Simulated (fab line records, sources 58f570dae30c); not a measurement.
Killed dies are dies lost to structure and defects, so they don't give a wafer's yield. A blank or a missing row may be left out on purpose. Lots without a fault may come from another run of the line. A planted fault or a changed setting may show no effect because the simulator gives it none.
A struck lot beside a sound one | flow berkeley_cmos170 | 14 steps out of a route of 331
Sound: wafers L247.2, L247.4, L247.6. Struck: wafers L260.2, L260.3, L260.4. The cause comes at the end.
At each step with rows: each side's tool, then ch and its chambers, then its first start. Under that, the readings that differ: sound wafers | struck wafers | difference of the means | sigmas: that difference in standard deviations of wafers without a fault.
alike: readings whose means differ by less than 2 such deviations, and words and numbers that are the same on both sides. not compared: withheld readings, readings that some wafer has no value for, bounds like >300 that may hide the same value, and numbers for which the record gives no deviation and whose values overlap.
The two part at a step that has a row with sigmas, a row that says differs or no value, or rows on one side only. Numbers that don't overlap but have no deviation are shown without sigmas and don't part them. A reading that every wafer of one side lacks parts them only if that side has two wafers or more.

UCB170_V2_CD_MEAS_12: target cd 700 nm.
  sound on cd_sem-02, day 9 12:08; struck on cd_sem-02, day 11 18:22
  reading    | sound             | struck            | difference | sigmas
  cd_nm (nm) | 700.8 701.9 701.5 | 693.5 692.8 693.7 | -8.1       | -6
UCB170_V2_OVL_MEAS_13:
  sound on overlay-02, day 9 12:14; struck on overlay-01, day 11 18:29
  reading     | sound       | struck  | difference | sigmas
  V2_OVL (nm) | -17 -19 -18 | 0 -2 -4 | +16        | +3
UCB170_V2_ETCH_14: etches SiO2 in CHF3/CF4/Ar, stops on Al, target depth 1250 nm, time 291 s.
  sound on rie_diel-01 ch 1,3, day 9 12:16; struck on rie_diel-01 ch 0,1,3, day 11 18:31
  alike: drypump_motor_current_A, oes_product_au, rf_fwd_power_W, throttle_valve_pct
  not compared: rf_hours_counter_h
UCB170_V2_STRIP_15: strips in O2.
  sound on plasma_asher-02 ch 0, day 9 12:26; struck on plasma_asher-01 ch 0,1, day 11 18:41
  alike: chamber_pressure_mTorr, drypump_motor_current_A, o2_flow_sccm, oes_product_au, strip_time_to_endpoint_s
  not compared: rf_hours_counter_h
UCB170_V2_CD_MEAS_90: target cd 700 nm.
  sound on cd_sem-01, day 9 12:34; struck on cd_sem-01, day 11 18:49
  reading    | sound             | struck            | difference | sigmas
  cd_nm (nm) | 700.8 703.4 701.3 | 694.0 693.9 692.4 | -8.4       | -6
then, 1 step without rows for these wafers: UCB170_M3_PRE_CLEAN_00 (preclean etch time 60 s).
UCB170_M3_SPUTTER_01: material Al, target thk 900 nm, time 120 s.
  sound on pvd_sputter-04, day 9 12:44; struck on pvd_sputter-01, day 11 18:58
  alike: throttle_valve_pct
UCB170_M3_RS_MEAS_02: measures by four-point-probe.
  sound on film_metro-04, day 9 12:50; struck on film_metro-01, day 11 19:05
  alike: M3_AL_RS
UCB170_M3_THK_MEAS_03: measures by xrf.
  sound on film_metro-04, day 9 12:56; struck on film_metro-01, day 11 19:11
  alike: M3_AL_THK
then, 3 steps without rows for these wafers: UCB170_M3_HMDS_04 (prime time 60 s); UCB170_M3_COAT_05 (resist thk 900 nm); UCB170_M3_SOFTBAKE_06 (time 60 s).
UCB170_M3_STRIP_07: strips in O2.
  sound on plasma_asher-01 ch 0,1, day 9 13:26; struck on plasma_asher-03 ch 0,1, day 11 19:41
  no value came back on the struck wafers for any of 5 readings (chamber_pressure_mTorr (mTorr), drypump_motor_current_A (A) and others); on the sound wafers chamber_pressure_mTorr (mTorr) reads 3497 3499 3501
  reading                             | sound | struck            | difference | sigmas
  model.KrF_of_M3_COAT_05.thk_nm (nm) | 0 0 0 | 900.3 900.2 900.2 | +900.2     |
  not compared: rf_hours_counter_h
then, 1 step without rows for these wafers: UCB170_M3_STRIP_08 (strips KrF in DMSO, time 600 s).

WHERE THEY PART
First at UCB170_V2_CD_MEAS_12; last, within this record, at UCB170_M3_STRIP_07.

WHY: what the simulator had put in
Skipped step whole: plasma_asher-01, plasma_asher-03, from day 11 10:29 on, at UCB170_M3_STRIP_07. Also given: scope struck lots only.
